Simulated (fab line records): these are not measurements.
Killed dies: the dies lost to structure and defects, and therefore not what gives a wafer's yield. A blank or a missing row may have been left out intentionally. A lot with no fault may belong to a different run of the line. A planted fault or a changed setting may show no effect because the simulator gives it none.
fab line records	flow ritCmos
record lots=6	wafers=18	lastDay=7
route steps=202 shown GATE@92 REOX@98 NLDD@103 M1@202
lots that met no fault: from a run of the same line without faults
startH: the number of hours between the record's first day and the start of the first shown wafer of the lot	waitH: hours elapsed since this lot's preceding step	" unchanged from the row above	L1.1+2: a single row standing in for several wafers	- no value present, or no start provided	* or withheld: withheld	< > ~ a bound
route shown NAME@n: NAME is a module with steps in the file, n the number in the route of the first one	usual: mean/standard deviation of fault-free wafers	same: alike in all rows	chamber/n: place in a boat	sites: each site's reading	_std_site: how widely they spread, as a standard deviation	_edge_site: the outer-site mean with the inner-site mean subtracted	radiusMm: how far each site lies from the wafer's centre	mask NAME#n: copy n	behind: the last tool/chamber to shape the wafer	hold: cause of the lot's hold/its duration in hours/its outcome	device: which transistor (n, p or np) failed to switch	end of line: the same wafers' tests at the end of the route	where a step has no rows: the recipe by itself	killed: not the wafer's yield, but the dies lost to structure and defects at the first sort	map: a wafer's dies, x killed, . not, _ none there
set.NAME: setting as actually run; set.NAME@STEP: the setting as run at that earlier step	model.NAME: the simulator's own value behind a step, which no gauge read
lots at selected steps of the route; one table per step, one row per wafer
services: from which hour (startH, from the record's first day; less than 0 if before it) a tool's chamber was out of use, for how many hours, and why
## steps
# step RIT_GATE_CD_MEAS_16
# recipe targetCdNm=150
# usual cdNm=150.3/2.6
lot.wafer	tool	chamber	startH	waitH	cdNm
L843.1	cdSem-02	-	37.27	-	150.2
L843.5	"	-	"	"	152.4
L843.6	"	-	"	"	152.6
L848.2	cdSem-01	-	62.89	-	149.6
L848.4	"	-	"	"	151.6
L848.5	"	-	"	"	150.7
L855.1	cdSem-02	-	97.88	-	148.3
L855.5	"	-	"	"	148.2
L855.6	"	-	"	"	149.1
L857.2	cdSem-01	-	113.58	-	150.3
L857.3	"	-	"	"	151.9
L857.4	"	-	"	"	147.9
L859.3	cdSem-02	-	120.84	-	154.3
L859.4	"	-	"	"	151.2
L859.6	"	-	"	"	152.0
L862.3	cdSem-02	-	136.51	-	151.4
L862.5	"	-	"	"	154.6
L862.6	"	-	"	"	152.1
# step RIT_GATE_OVL_MEAS_17
# usual GATE_OVL=-0.3/1.3
lot.wafer	tool	chamber	startH	waitH	GATE_OVL[nm]
L843.1	overlay-01	-	37.39	0.1	1.2
L843.5	"	-	"	"	-1.4
L843.6	"	-	"	"	-1.0
L848.2	overlay-01	-	63.00	0.1	1.0
L848.4	"	-	"	"	-0.5
L848.5	"	-	"	"	0.3
L855.1	overlay-01	-	98.00	0.1	1.4
L855.5	"	-	"	"	0.5
L855.6	"	-	"	"	-0.5
L857.2	overlay-01	-	113.68	0.1	0.9
L857.3	"	-	"	"	-0.1
L857.4	"	-	"	"	0.2
L859.3	overlay-02	-	120.93	0.1	0.0
L859.4	"	-	"	"	1.9
L859.6	"	-	"	"	0.0
L862.3	overlay-01	-	136.60	0.1	-0.9
L862.5	"	-	"	"	-0.6
L862.6	"	-	"	"	-1.5
# step RIT_GATE_HARDBAKE_18
# recipe resist=NOVOLAK	tempC=140	timeS=60
# step RIT_GATE_ETCH_19
# recipe chemistry=SF6/CHF3/O2	timeS=165	SF6_flow_sccm=30	CHF3_flow_sccm=30	O2_flow_sccm=5	target=poly-Si	pressureMtorr=40	rfW=160	targetDepthA=3125	overEtchFrac=0.25	stopOn=SiO2
# usual CHF3_flow_sccm=30.01/0.095	drypumpMotorCurrentA=5.6/0.32	heBacksideLeakSccm=2.63/0.17	oesProductAu=0.858/0.013	rfFwdPowerW=159.5/0.56	throttleValvePct=10.21/0.15
lot.wafer	tool	chamber	startH	waitH	CHF3_flow_sccm	drypumpMotorCurrentA	heBacksideLeakSccm	oesProductAu	rfFwdPowerW	rfHoursCounterH	throttleValvePct
L843.1	rieSi-02	1	37.57	0.1	30.02	6.1	2.38	0.870	160.1	2	10.11
L843.5	"	1	"	"	30.00	6.1	2.44	0.873	159.4	-	10.11
L843.6	"	0	"	"	30.11	5.6	2.79	0.837	159.8	-	10.17
L848.2	rieSi-01	0	63.18	0.1	30.10	5.3	2.52	0.851	159.4	2	10.37
L848.4	"	2	"	"	30.05	6.1	2.60	0.854	159.5	-	10.26
L848.5	"	0	"	"	29.98	5.3	2.50	0.859	159.2	-	10.35
L855.1	rieSi-02	3	98.19	0.1	29.80	5.2	2.57	0.864	159.0	2	10.45
L855.5	"	1	"	"	30.03	6.0	2.57	0.864	158.7	-	10.14
L855.6	"	0	"	"	29.99	5.7	2.48	0.845	159.4	-	10.18
L857.2	rieSi-02	2	113.86	0.1	29.87	5.6	2.63	0.859	159.1	116	10.24
L857.3	"	3	"	"	29.93	5.3	2.57	0.864	158.8	2	10.42
L857.4	"	0	"	"	29.95	5.7	2.36	0.833	158.8	56	10.18
L859.3	rieSi-02	0	121.11	0.1	30.00	5.7	2.31	0.830	159.6	56	10.20
L859.4	"	2	"	"	29.90	5.5	2.62	0.856	160.0	116	10.26
L859.6	"	0	"	"	29.85	5.7	2.52	0.829	159.3	-	10.17
L862.3	rieSi-02	3	136.77	0.1	30.17	5.3	2.42	0.861	159.2	2	10.43
L862.5	"	2	"	"	30.03	5.6	2.71	0.861	159.5	-	10.25
L862.6	"	1	"	"	29.91	6.0	2.38	0.870	158.8	-	10.14
# step RIT_GATE_STRIP_20
# recipe chemistry=O2	timeS=180	resist=NOVOLAK	platenTempC=withheld	powerW=500	pressureMtorr=4000	o2FlowSccm=4000
# usual drypumpMotorCurrentA=5.9/0.38
lot.wafer	tool	chamber	startH	waitH	drypumpMotorCurrentA	rfHoursCounterH
L843.1	plasmaAsher-04	1	37.68	0.1	5.7	42
L843.5	"	1	"	"	5.8	-
L843.6	"	0	"	"	5.9	-
L848.2	plasmaAsher-04	1	63.29	0.1	5.8	44
L848.4	"	0	"	"	5.9	-
L848.5	"	0	"	"	5.9	-
L855.1	plasmaAsher-03	1	98.30	0.1	6.4	44
L855.5	"	0	"	"	5.4	-
L855.6	"	1	"	"	6.4	-
L857.2	plasmaAsher-02	1	113.97	0.1	5.5	47
L857.3	"	0	"	"	6.2	-
L857.4	"	1	"	"	5.5	-
L859.3	plasmaAsher-04	0	121.27	0.1	5.9	-
L859.4	"	1	"	"	5.7	-
L859.6	"	1	"	"	5.7	-
L862.3	plasmaAsher-03	0	136.94	0.1	5.4	-
L862.5	"	1	"	"	6.4	-
L862.6	"	0	"	"	5.4	-
# step RIT_GATE_CD_MEAS_90
# recipe targetCdNm=150
# usual cdNm=150.3/2.6
lot.wafer	tool	chamber	startH	waitH	cdNm
L843.1	cdSem-02	-	37.86	0.1	149.8
L843.5	"	-	"	"	152.4
L843.6	"	-	"	"	152.1
L848.2	cdSem-02	-	63.48	0.1	150.0
L848.4	"	-	"	"	151.7
L848.5	"	-	"	"	150.7
L855.1	cdSem-01	-	98.47	0.1	148.1
L855.5	"	-	"	"	148.0
L855.6	"	-	"	"	148.9
L857.2	cdSem-02	-	114.17	0.1	150.5
L857.3	"	-	"	"	152.3
L857.4	"	-	"	"	148.1
L859.3	cdSem-01	-	121.43	0.1	153.9
L859.4	"	-	"	"	151.1
L859.6	"	-	"	"	151.6
L862.3	cdSem-01	-	137.10	0.1	151.1
L862.5	"	-	"	"	154.1
L862.6	"	-	"	"	151.7
# step RIT_REOX_CLEAN_00
# recipe chemistry=SC1	mix=3:3:50	timeS=600	tempC=75
# step RIT_REOX_CLEAN_01
# recipe chemistry=dHF	dilution=50:1	timeS=30
# step RIT_REOX_CLEAN_02
# recipe chemistry=SC2	mix=3:3:50	timeS=600	tempC=75	dry=n2Spin
# step RIT_REOX_OXIDATION_03
# recipe tempC=900	ambient=O2	targetThkA=252	oxTimeS=5580
# step RIT_REOX_THK_MEAS_04
# recipe reads=SiO2_of_REOX_OXIDATION_03
# usual REOX_OXIDE_THK=24.9/0.51
lot.wafer	tool	chamber	startH	waitH	REOX_OXIDE_THK[nm]
L843.1	filmMetro-03	-	41.12	0.0	25.1
L843.5	"	-	"	"	25.4
L843.6	"	-	"	"	25.0
L848.2	filmMetro-04	-	66.51	0.0	25.0
L848.4	"	-	"	"	24.7
L848.5	"	-	"	"	24.7
L855.1	filmMetro-03	-	103.16	0.0	25.2
L855.5	"	-	"	"	25.2
L855.6	"	-	"	"	25.5
L857.2	filmMetro-01	-	118.14	0.1	24.3
L857.3	"	-	"	"	24.8
L857.4	"	-	"	"	24.3
L859.3	filmMetro-04	-	124.64	0.0	24.9
L859.4	"	-	"	"	24.6
L859.6	"	-	"	"	24.4
L862.3	filmMetro-01	-	141.19	0.0	24.4
L862.5	"	-	"	"	24.9
L862.6	"	-	"	"	24.5
# step RIT_NLDD_HMDS_00
# recipe primeTimeS=60	primeTempC=140
# step RIT_NLDD_COAT_01
# recipe resist=NOVOLAK	spinRpm=3250	resistThkNm=1000
# usual spinSpeedRpm=3250.0/2.2
lot.wafer	tool	chamber	startH	waitH	spinSpeedRpm	model.NOVOLAK_of_NLDD_COAT_01.thkNm
L843.1	lithoTrack-04	0	41.33	0.1	3251.7	1005
L843.5	"	0	"	"	3251.8	1005
L843.6	"	0	"	"	3250.3	1003
L848.2	lithoTrack-03	0	66.73	0.1	3247.4	1002
L848.4	"	0	"	"	3248.3	1001
L848.5	"	0	"	"	3252.0	1001
L855.1	lithoTrack-04	0	103.37	0.1	2282.1	1190
L855.5	"	0	"	"	2281.8	1191
L855.6	"	0	"	"	2280.1	1193
L857.2	lithoTrack-04	0	118.37	0.1	2284.0	1197
L857.3	"	0	"	"	2281.4	1195
L857.4	"	0	"	"	2282.2	1195
L859.3	lithoTrack-01	0	125.13	0.1	3249.8	995.4
L859.4	"	0	"	"	3250.9	995.2
L859.6	"	0	"	"	3249.7	996.3
L862.3	lithoTrack-01	0	141.43	0.1	3249.3	1004
L862.5	"	0	"	"	3248.1	1003
L862.6	"	0	"	"	3246.8	1003
# step RIT_NLDD_SOFTBAKE_02
# recipe resist=NOVOLAK	tempC=90	timeS=60
# step RIT_NLDD_EXPOSE_03
# recipe maskId=M7	na=0.57	targetCdNm=40700	doseMj=250
# step RIT_NLDD_PEB_04
# recipe resist=NOVOLAK	tempC=withheld	timeS=withheld
# step RIT_NLDD_DEVELOP_05
# recipe resist=NOVOLAK	developTimeS=50	devTempC=23
# step RIT_NLDD_OVL_MEAS_06
# usual NLDD_OVL=-1.1/1.6
lot.wafer	tool	chamber	startH	waitH	NLDD_OVL[nm]
L843.1	overlay-01	-	42.16	-	-3.2
L843.5	"	-	"	"	-4.0
L843.6	"	-	"	"	-4.3
L848.2	overlay-02	-	67.54	-	-1.1
L848.4	"	-	"	"	-0.5
L848.5	"	-	"	"	-1.6
L855.1	overlay-01	-	104.17	-	-1.2
L855.5	"	-	"	"	-4.0
L855.6	"	-	"	"	-3.3
L857.2	overlay-01	-	119.17	-	-1.1
L857.3	"	-	"	"	0.6
L857.4	"	-	"	"	1.1
L859.3	overlay-02	-	125.92	-	2.5
L859.4	"	-	"	"	1.9
L859.6	"	-	"	"	1.8
L862.3	overlay-01	-	142.09	-	-0.1
L862.5	"	-	"	"	-0.8
L862.6	"	-	"	"	0.0
# step RIT_NLDD_HARDBAKE_07
# recipe resist=NOVOLAK	tempC=140	timeS=60
# usual heaterPowerTotalW=62.54/0.047
lot.wafer	tool	chamber	startH	waitH	heaterPowerTotalW	model.NOVOLAK_of_NLDD_COAT_01.thkNm
L843.1	lithoTrack-01	0	42.19	0.0	62.50	887.9
L843.5	"	0	"	"	62.62	888.2
L843.6	"	0	"	"	62.49	886.2
L848.2	lithoTrack-03	0	67.59	0.0	62.60	885.1
L848.4	"	0	"	"	62.65	884.5
L848.5	"	0	"	"	62.57	884.9
L855.1	lithoTrack-04	0	104.20	0.0	62.52	1050
L855.5	"	0	"	"	62.55	1051
L855.6	"	0	"	"	62.50	1052
L857.2	lithoTrack-03	0	119.23	0.0	62.61	1056
L857.3	"	0	"	"	62.55	1054
L857.4	"	0	"	"	62.59	1054
L859.3	lithoTrack-04	0	125.99	0.1	62.57	879.8
L859.4	"	0	"	"	62.61	879.5
L859.6	"	0	"	"	62.50	880.5
L862.3	lithoTrack-04	0	142.16	0.1	62.54	887.1
L862.5	"	0	"	"	62.56	886.3
L862.6	"	0	"	"	62.58	886.6
# step RIT_NLDD_IMPLANT_08
# recipe species=P	energyKev=20	doseCm2=5e+14	tiltDeg=7
# step RIT_M1_PROBE_99
# usual killedAtContacts=0.0/0.25	killedAtFrontEnd=6.6/2.7	killedDies=6.7/2.7	killedOpen=3.3/1.9	killedShort=3.4/1.9
# same grossDies=264	killed_at_M0_to_M3=0	killed_at_M4_up=0	killedAtBackSide=0	killedAtOther=0
lot.wafer	tool	chamber	startH	waitH	killedAtContacts	killedAtFrontEnd	killedDies	killedOpen	killedShort
L843.1	prober-01	-	58.46	0.1	0	5	5	2	3
L843.5	prober-01	-	58.66	0.2	0	5	5	1	4
L843.6	prober-01	-	58.71	0.2	0	15	15	6	9
L848.2	prober-02	-	83.27	0.1	0	8	8	4	4
L848.4	prober-02	-	83.37	0.2	0	8	8	6	2
L848.5	prober-02	-	83.42	0.2	0	9	9	5	4
L859.3	prober-01	-	144.20	0.2	0	8	8	5	3
L859.4	prober-01	-	144.25	0.2	1	10	11	7	4
L859.6	prober-01	-	144.35	0.2	0	6	6	2	4
L862.3	prober-02	-	159.15	0.2	0	3	3	0	3
L862.5	prober-02	-	159.25	0.2	0	4	4	3	1
L862.6	prober-02	-	159.30	0.2	0	3	3	3	0
# killed by level:class
L843.1 GATE:geometricParticle:short=1 GATE:geometricParticle:open=1 SPACER:geometricParticle:short=1 SPACER:geometricParticle:open=1 SILICIDE:geometricParticle:short=1
L843.5 ACTIVE:geometricParticle:short=1 FOX1:geometricParticle:open=1 GATE:geometricParticle:short=1 REOX:geometricParticle:short=1 SPACER:geometricParticle:short=1
L843.6 GATE:geometricParticle:open=4 GATE:geometricParticle:short=4 SPACER:geometricParticle:short=4 SPACER:geometricParticle:open=1 SILICIDE:geometricParticle:short=1 SILICIDE:geometricParticle:open=1
L848.2 GATE:geometricParticle:open=3 FOX1:geometricParticle:short=2 REOX:geometricParticle:short=2 FOX1:geometricParticle:open=1
L848.4 GATE:geometricParticle:short=2 SPACER:geometricParticle:open=2 FOX1:geometricParticle:open=1 GATE:geometricParticle:open=1 REOX:geometricParticle:open=1 SILICIDE:geometricParticle:open=1
L848.5 FOX1:geometricParticle:short=2 FOX1:geometricParticle:open=2 GATE:geometricParticle:short=2 REOX:geometricParticle:open=2 SPACER:geometricParticle:open=1
L859.3 GATE:geometricParticle:short=2 GATE:geometricParticle:open=2 FOX1:geometricParticle:open=1 REOX:geometricParticle:short=1 SPACER:geometricParticle:open=1 SILICIDE:geometricParticle:open=1
L859.4 GATE:geometricParticle:open=3 FOX1:geometricParticle:short=1 FOX2:geometricParticle:open=1 FOX2:geometricParticle:short=1 REOX:geometricParticle:open=1 SPACER:geometricParticle:open=1 SILICIDE:geometricParticle:short=1 SILICIDE:geometricParticle:open=1
L859.6 GATE:geometricParticle:short=2 FOX2:geometricParticle:short=1 GATE:geometricParticle:open=1 SILICIDE:geometricParticle:open=1 SILICIDE:geometricParticle:short=1
L862.3 ACTIVE:geometricParticle:short=1 FOX1:geometricParticle:short=1 GATE:geometricParticle:short=1
L862.5 REOX:geometricParticle:open=2 FOX1:geometricParticle:open=1 SILICIDE:geometricParticle:short=1
L862.6 FOX1:geometricParticle:open=1 GATE:geometricParticle:open=1 REOX:geometricParticle:open=1
## services
tool	chamber	startH	hours	kind
rieSi-01	3	19.07	45.1	repair
rieSi-01	-	23.55	4.3	pm
plasmaAsher-02	-	43.78	0.9	repair
rieSi-02	-	49.03	0.3	repair
plasmaAsher-03	-	56.69	2.8	pm
rieSi-01	0	78.93	11.9	repair
plasmaAsher-03	-	108.75	9.0	pm
plasmaAsher-03	0	108.75	9.0	ventCycle
plasmaAsher-03	1	108.75	9.0	ventCycle
plasmaAsher-03	0	117.75	-	clean
plasmaAsher-03	1	117.75	-	clean
plasmaAsher-03	-	142.18	0.6	repair
## key
firstSign step=RIT_NLDD_COAT_01	reading=spinSpeedRpm	direction=down	sigmas=99+	usual=3250.0	struck=2281.9
effect none on later readings
modelEffect step=RIT_NLDD_COAT_01	value=NOVOLAK_of_NLDD_COAT_01.thkNm	without=999.8	struck=1193
modelEffect step=RIT_NLDD_HARDBAKE_07	value=NOVOLAK_of_NLDD_COAT_01.thkNm	without=883.6	struck=1053
metAt RIT_NLDD_COAT_01
struckWafers L855.1,L855.5,L855.6,L857.2,L857.3,L857.4
testerLeftOut L855,L857
onsetBetween 41.33 103.37
fault kind=processParameterDrift	tool=lithoTrack-04	chamber=-	onsetH=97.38	steps=RIT_NLDD_COAT_01	channel=spinRpm	offset=-968.92	shape=step	endH=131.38	actsIn=theseRecipesOnly	stated=3250
# testerLeftOut: of these lots the tester's yield and bins aren't shown, on N5 and GAA mostly nor the transistor test; their killed dies are dies lost to structure and defects alone, not to doping, threshold or leakage, so they don't give the yield
